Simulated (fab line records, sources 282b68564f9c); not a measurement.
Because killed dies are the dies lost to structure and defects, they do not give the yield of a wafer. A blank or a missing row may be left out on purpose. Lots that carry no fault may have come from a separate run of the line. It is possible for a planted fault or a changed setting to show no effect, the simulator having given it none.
One fault seen from 2 desks || flow rit-cmos || only its own numbers are on each desk; what lay behind them is given at the end

== THE METROLOGY DESK ==
What the gauges read, lot by lot, whatever tool the lot ran on: means of the sampled wafers that have a number. A lot is out of limits, marked OUT, if its mean lies more than 4 standard deviations from the usual mean; the brackets give that distance.
Columns: A = FIELD_OXIDE_LEFT_2_THK at RIT_FOX2_THK_MEAS_91, usual 247 nm
{"lot": "L628", "first seen here": "day 2 12:01", "A": 240}
{"lot": "L629", "first seen here": "day 2 13:13", "A": 244}
{"lot": "L630", "first seen here": "day 2 19:25", "A": 250}
{"lot": "L631", "first seen here": "day 3 00:00", "A": 246}
{"lot": "L633", "first seen here": "day 3 12:12", "A": 248}
{"lot": "L638", "first seen here": "day 4 09:59", "A": 250}
{"lot": "L639", "first seen here": "day 4 17:36", "A": 246}
{"lot": "L642", "first seen here": "day 5 06:00", "A": 254}
{"lot": "L643", "first seen here": "day 5 12:42", "A": 252}
{"lot": "L644", "first seen here": "day 5 15:44", "A": 242}
{"lot": "L645", "first seen here": "day 5 20:28", "A": 258}
{"lot": "L646", "first seen here": "day 6 06:56", "A": 246}
{"lot": "L648", "first seen here": "day 6 12:05", "A": 251}
{"lot": "L651", "first seen here": "day 7 03:00", "A": 243}
This desk's verdict: no lot among the 14 shows anything out of limits.

== THE TOOL OWNER'S DESK: wet-bench-02 ==
The tool's own readings at RIT_SDANNEAL_CLEAN_00 (cleans in SC1, time 572.4 s): means of the sampled wafers that have a number, for each lot that ran on this tool. A lot is out of limits, marked OUT, if its mean lies more than 4 standard deviations from the usual mean; the brackets give that distance.
Columns: A = bath-guard-temp-C at RIT_SDANNEAL_CLEAN_00, usual 75.0 C; B = temp-c at RIT_SDANNEAL_CLEAN_00, usual 75.01 C
{"lot": "L628", "first seen here": "day 3 04:50", "A": 74.7, "B": 74.93}
{"lot": "L629", "first seen here": "day 3 06:53", "A": 75.4, "B": 75.23}
{"lot": "L630", "first seen here": "day 3 16:13", "A": 75.6, "B": 74.98}
{"lot": "L633", "first seen here": "day 4 05:34", "A": "78.7 (+7.5) OUT", "B": "78.43 (+31) OUT"}
{"lot": "L639", "first seen here": "day 5 11:52", "A": "78.7 (+7.6) OUT", "B": "78.22 (+29) OUT"}
Finding of this desk: L633, L639 out of limits; the first was L633 at day 4 05:34, on bath-guard-temp-C at RIT_SDANNEAL_CLEAN_00. L628, L629, L630: within limits.

== TAKEN TOGETHER ==
The tool owner's desk could have raised an alarm at day 4 05:34, on L633, L639.
Nothing out of limits was seen by the metrology desk.
The metrology desk has L633, L639 on record, within its limits.
All the named lots went through RIT_SDANNEAL_CLEAN_00 on wet-bench-02.

== WHAT THE SIMULATOR HAD PUT IN ==
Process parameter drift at RIT_SDANNEAL_CLEAN_00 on wet-bench-02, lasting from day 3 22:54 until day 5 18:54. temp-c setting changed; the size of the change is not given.
Lots struck among those shown: L633, L639.
Time in hours from fault onset to the first out-of-limits reading at each desk: the tool owner's desk, 7.
